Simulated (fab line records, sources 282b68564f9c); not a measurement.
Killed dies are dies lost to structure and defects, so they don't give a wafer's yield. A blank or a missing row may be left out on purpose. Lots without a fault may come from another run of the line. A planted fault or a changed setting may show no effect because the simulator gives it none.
A struck lot beside a sound one | flow rit_cmos | 25 steps out of a route of 202
Sound: wafers L965.1, L965.5, L965.6. Struck: wafers L979.1, L979.2, L979.3. The cause comes at the end.
At each step with rows: each side's tool, then ch and its chambers, then its first start. Under that, the readings that differ: sound wafers | struck wafers | difference of the means | sigmas: that difference in standard deviations of wafers without a fault.
alike: readings whose means differ by less than 2 such deviations, and words and numbers that are the same on both sides. not compared: withheld readings, readings that some wafer has no value for, bounds like >300 that may hide the same value, and numbers for which the record gives no deviation and whose values overlap.
The two part at a step that has a row with sigmas, a row that says differs or no value, or rows on one side only. Numbers that don't overlap but have no deviation are shown without sigmas and don't part them. A reading that every wafer of one side lacks parts them only if that side has two wafers or more.

first, 1 step without rows for these wafers: RIT_PRETRO_IMPLANT_08.
RIT_PRETRO_STRIP_09: strips in O2, time 180 s.
  sound on plasma_asher-03 ch 0,1, day 2 18:09; struck on plasma_asher-01 ch 0,1, day 5 17:13
  alike: chamber_pressure_mTorr, drypump_motor_current_A, o2_flow_sccm
  not compared: rf_hours_counter_h
RIT_PRETRO_TW_MEAS_10:
  sound on film_metro-02, day 2 18:19; struck on film_metro-01, day 5 17:24
  alike: PRETRO_TW
then, 5 steps without rows for these wafers: RIT_GATE_WET_ETCH_00 (etches SiO2 in BOE, target depth 56 nm, time 60 s); RIT_GATE_CLEAN_01 (cleans in SC1, time 600 s); RIT_GATE_CLEAN_02 (cleans in dHF, time 30 s); RIT_GATE_CLEAN_03 (cleans in SC2, time 600 s); RIT_GATE_CLEAN_04 (cleans in dHF, time 60 s).
RIT_FOX2_THK_MEAS_91:
  sound on film_metro-02, day 2 19:09; struck on film_metro-03, day 5 17:52
  alike: FIELD_OXIDE_LEFT_2_THK
then, 2 steps without rows for these wafers: RIT_GATE_OXIDATION_05 (target thk 3 nm, ox time 270 s); RIT_GATE_ANNEAL_06 (time 600 s).
RIT_GATE_THK_MEAS_07:
  sound on film_metro-03, day 2 20:41; struck on film_metro-02, day 5 19:16
  alike: GATE_OXIDE_THK
RIT_GATE_CVD_08: deposits poly-Si from SiH4, target thk 250 nm, time 2220 s.
  sound on lpcvd-01 ch 0, day 2 20:45; struck on lpcvd-01 ch 1, day 5 19:19
  reading                                  | sound             | struck            | difference | sigmas
  model.poly-Si_of_GATE_CVD_08.thk_nm (nm) | 251.7 253.2 249.7 | 439.5 439.1 438.3 | +187.4     |
  alike: sih4_flow_sccm, spike_tc_source_C
RIT_GATE_THK_MEAS_09:
  sound on film_metro-04, day 2 22:22; struck on film_metro-02, day 5 20:56
  reading            | sound             | struck            | difference | sigmas
  GATE_POLY_THK (nm) | 251.7 253.4 249.8 | 439.8 439.1 438.1 | +187.4     | +85
then, 6 steps without rows for these wafers: RIT_GATE_HMDS_10 (prime time 60 s); RIT_GATE_COAT_11 (resist thk 850 nm); RIT_GATE_SOFTBAKE_12 (time 60 s); RIT_GATE_EXPOSE_13 (exposes mask M6, target cd 150 nm); RIT_GATE_PEB_14; RIT_GATE_DEVELOP_15 (develop time 50 s).
RIT_GATE_CD_MEAS_16: target cd 150 nm.
  sound on cd_sem-01, day 2 23:24; struck on cd_sem-01, day 5 21:51
  alike: cd_nm
RIT_GATE_OVL_MEAS_17:
  sound on overlay-02, day 2 23:31; struck on overlay-01, day 5 21:58
  alike: GATE_OVL
then, 1 step without rows for these wafers: RIT_GATE_HARDBAKE_18 (time 60 s).
RIT_GATE_ETCH_19: etches poly-Si in SF6/CHF3/O2, stops on SiO2, time 165 s, target depth 312.5 nm.
  sound on rie_si-01 ch 0,3, day 2 23:43; struck on rie_si-01 ch 0,2, day 5 22:09
  reading                          | sound             | struck            | difference | sigmas
  oes_product_au (a.u.)            | 0.885 0.869 0.867 | 1.004 1.016 1.009 | +0.136     | +8
  model.etch.depth_nm (nm)         | 251.7 253.2 249.7 | 311.4 314.1 311.6 | +60.8      |
  model.GATE.feature_depth_nm (nm) | 251.7 253.2 249.7 | 311.4 314.1 311.6 | +60.8      |
  alike: CHF3_flow_sccm, chamber_pressure_mTorr, drypump_motor_current_A, throttle_valve_pct
  not compared: rf_hours_counter_h
RIT_GATE_STRIP_20: strips in O2, time 180 s.
  sound on plasma_asher-02 ch 0,1, day 2 23:49; struck on plasma_asher-04 ch 0,1, day 5 22:19
  alike: chamber_pressure_mTorr, drypump_motor_current_A, o2_flow_sccm
  not compared: rf_hours_counter_h

WHERE THEY PART
First at RIT_GATE_THK_MEAS_09; last, within this record, at RIT_GATE_ETCH_19. Later steps at which nothing parts them and some readings are alike: RIT_GATE_STRIP_20.

WHY: what the simulator had put in
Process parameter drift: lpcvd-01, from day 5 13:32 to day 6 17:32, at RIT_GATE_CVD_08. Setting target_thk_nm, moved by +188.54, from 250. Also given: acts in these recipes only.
